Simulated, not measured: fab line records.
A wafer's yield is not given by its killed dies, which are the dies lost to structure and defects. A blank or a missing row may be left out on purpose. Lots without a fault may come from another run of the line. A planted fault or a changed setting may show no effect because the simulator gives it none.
Which tool did it? -- flow berkeley cmos170 -- 14 lots, 42 wafers sampled, at 2 steps of a route of 331

## WHAT EACH GAUGE READ, for each wafer
UCB170_V2_THK_MEAS_01. Usual: V2_TEOS_THK gives 1997 nm (standard deviation 25).
lot,measured,on,V2_TEOS_THK (nm),flag
L337,day 7 11:19,film metro-03,1972 1964 2004,
L338,day 7 13:26,film metro-02,1985 1986 1991,
L335,day 7 13:48,film metro-02,1999 1960 2021,
L341,day 8 07:15,film metro-03,1967 2011 2021,
L339,day 8 07:29,film metro-01,1962 1979 1994,
L343,day 8 16:26,film metro-03,1995 2006 2028,
L342,day 8 16:48,film metro-03,1996 1994 2004,
L344,day 9 06:37,film metro-03,1986 2012 2016,
L346,day 9 06:50,film metro-01,1975 1962 1998,
L347,day 9 10:37,film metro-02,2026 2036 2052,
L353,day 10 22:27,film metro-03,1971 2033 2014,
L356,day 11 11:23,film metro-02,1959 1985 2005,
L355,day 11 16:21,film metro-01,1973 1948 1969,
L358,day 12 08:28,film metro-03,1966 1983 1995,

UCB170_V2_CD_MEAS_12: target cd 700 nm. Usual: cd nm at 700.0 nm, with a standard deviation of 1.4.
lot,measured,on,cd nm (nm),flag
L337,day 7 13:02,cd sem-02,701.0 701.7 700.3,
L338,day 7 15:15,cd sem-01,699.1 699.7 699.1,
L335,day 7 15:39,cd sem-02,698.7 698.6 697.8,
L341,day 8 09:05,cd sem-02,696.9 696.8 696.6,
L339,day 8 09:17,cd sem-01,701.0 701.9 699.9,
L343,day 8 18:40,cd sem-02,700.3 701.2 701.5,
L342,day 8 18:56,cd sem-02,698.1 697.3 698.2,
L344,day 9 08:29,cd sem-02,699.3 699.1 699.6,
L346,day 9 08:32,cd sem-01,701.4 700.4 700.8,
L347,day 9 12:29,cd sem-02,699.4 699.3 698.5,
L353,day 11 00:15,cd sem-02,699.6 700.3 701.5,
L356,day 11 13:10,cd sem-01,699.1 698.7 698.8,
L355,day 11 18:07,cd sem-01,701.8 700.0 699.1,
L358,day 12 10:13,cd sem-01,701.1 699.8 699.0,

## EACH LOT AND THE TOOL THAT RAN IT (in order: tool; ch and the chambers of the sampled wafers; start)
Record: no process step prior to these readings.

## AS READ BY THE TOOLS THEMSELVES (means over the sampled wafers that have a number; for cases with no such wafer, the mark the record gives instead)
The record holds no such reading with a usual standard deviation.

## THE ANSWER, worked out from the rows above alone
Rule: a lot is off if the mean of its wafers that have a number lies more than 3 standard deviations from the usual mean. A lot without any number at a reading at which 4 lots or more have one is off too. All remaining lots with rows at the step are treated as sound. Order of review: gauges by route order, followed by the tools' own readings, for which a lot's mean as printed above is used. At the first step where some lot is off, the reading lying furthest off is the one used; lots without a number count as furthest.
No lot is off on any of the readings shown, so nothing can be concluded from this.

## WHAT THE SIMULATOR HAD INSERTED
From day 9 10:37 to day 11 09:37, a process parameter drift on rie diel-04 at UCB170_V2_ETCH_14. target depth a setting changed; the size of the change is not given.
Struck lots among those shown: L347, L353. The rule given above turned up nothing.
